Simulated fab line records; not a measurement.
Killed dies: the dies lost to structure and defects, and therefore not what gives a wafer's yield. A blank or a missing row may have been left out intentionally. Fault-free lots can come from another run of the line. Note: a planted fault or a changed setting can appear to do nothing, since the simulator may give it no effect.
Comparing a struck lot with a sound one | flow rit-cmos | 16 steps out of a route of 202
Sound: wafers L100.1, L100.3, L100.4. The struck wafers were L101.2, L101.4, L101.6. The cause is given at the end.
Order at every step that has rows: each side's tool, ch and its chambers, its first start. Under that, the readings that differ: sound wafers | struck wafers | difference of the means | sigmas: that difference in standard deviations of wafers without a fault.
alike: a reading whose means differ by less than 2 such deviations, as well as words and numbers matching on both sides. not compared: withheld readings; readings where some wafer has no value; bounds like >300 that might hide an equal value; numbers whose values overlap and for which the record gives no deviation.
The two part at a step that has a row with sigmas, a row that says differs or no value, or rows on one side only. When numbers do not overlap yet have no deviation, they are printed without sigmas and do not part them. A reading missing from all wafers of one side parts the sides only when that side holds two or more wafers.

first, 4 steps without rows for these wafers: RIT_PLDD_SOFTBAKE_02 (time 60 s); RIT_PLDD_EXPOSE_03 (exposes mask M8, target cd 40900 nm); RIT_PLDD_PEB_04; RIT_PLDD_DEVELOP_05 (develop time 48.45 s).
RIT_PLDD_OVL_MEAS_06:
  sound: overlay-02 at day 4 16:49; struck: overlay-02 at day 5 01:18
  alike: PLDD_OVL
then, 2 steps without rows for these wafers: RIT_PLDD_HARDBAKE_07 (time 60 s); RIT_PLDD_IMPLANT_08.
RIT_PLDD_STRIP_09: strips in O2, time 180 s.
  sound on plasma-asher-04 ch 0,1, day 4 17:09; struck on plasma-asher-04 ch 1, day 5 01:38
  alike: drypump-motor-current-A
  not compared: rf-hours-counter-h
RIT_PLDD_TW_MEAS_10:
  sound: film-metro-02 at day 4 17:20; struck: film-metro-04 at day 5 01:49
  reading | sound          | struck         | difference | sigmas
  PLDD_TW | 2339 2351 2341 | 2408 2405 2398 | +60        | +2
then, 3 steps without rows for these wafers: RIT_SPACER_CLEAN_00 (cleans in SC1, time 600 s); RIT_SPACER_CLEAN_01 (cleans in dHF, time 30 s); RIT_SPACER_CLEAN_02 (cleans in SC2, time 600 s).
RIT_SPACER_CVD_03: deposits Si3N4 from SiH2Cl2/NH3, target thk 250 nm, time 3300 s.
  sound on lpcvd-02 ch 1, day 4 17:45; struck on lpcvd-01 ch 1, day 5 02:53
  reading                                  | sound             | struck            | difference | sigmas
  spike-tc-centre-C (C)                    | 810.6 810.9 810.8 | 831.4 832.2 832.6 | +21.3      | +14
  spike-tc-load-C (C)                      | 835 837 835       | 857 856 858       | +21        | +5
  spike-tc-source-C (C)                    | 830 830 830       | 858 857 856       | +27        | +9
  model.Si3N4_of_SPACER_CVD_03.thk-nm (nm) | 252.7 249.8 249.3 | 353.1 352.3 353.1 | +102.2     |
  alike: sih2cl2-flow-sccm, susceptor-temp-C
RIT_SPACER_THK_MEAS_04:
  sound: film-metro-01 at day 4 19:40; struck: film-metro-04 at day 5 04:49
  reading                 | sound             | struck            | difference | sigmas
  SPACER_NITRIDE_THK (nm) | 252.7 250.0 249.4 | 353.0 352.2 353.2 | +102.1     | +49
RIT_SPACER_ETCHBACK_05: etches Si3N4 in SF6/CHF3, stops on SiO2, target depth 250 nm, time 240 s.
  sound on rie-diel-02 ch 0,1,2, day 4 19:44; struck on rie-diel-04 ch 2,3, day 5 04:52
  reading                                  | sound             | struck            | difference | sigmas
  oes-product-au (a.u.)                    | 0.827 0.848 0.868 | 0.986 1.037 0.978 | +0.153     | +10
  model.Si3N4_of_SPACER_CVD_03.thk-nm (nm) | 196.5 196.5 194.8 | 275.9 275.6 277   | +80.2      |
  model.etch.depth-nm (nm)                 | 252.7 249.8 249.3 | 316.1 314.9 311.4 | +63.5      |
  alike: drypump-motor-current-A, throttle-valve-pct
  not compared: rf-hours-counter-h
RIT_M1_PROBE_99:
  sound: prober-02 at day 5 06:55; struck: prober-02 at day 5 15:50
  reading             | sound | struck      | difference | sigmas
  killed-at-front-end | 12    | 264 264 264 | +252       | +79
  killed-dies         | 12    | 264 264 264 | +252       | +79
  killed-on-rim       | 2     | 70 70 70    | +68        | +49
  alike: killed-at-contacts, killed-open, killed-short

WHERE THEY PART
Earliest at RIT_PLDD_TW_MEAS_10; latest, in this record, at RIT_M1_PROBE_99.

WHY: what had been put in by the simulator
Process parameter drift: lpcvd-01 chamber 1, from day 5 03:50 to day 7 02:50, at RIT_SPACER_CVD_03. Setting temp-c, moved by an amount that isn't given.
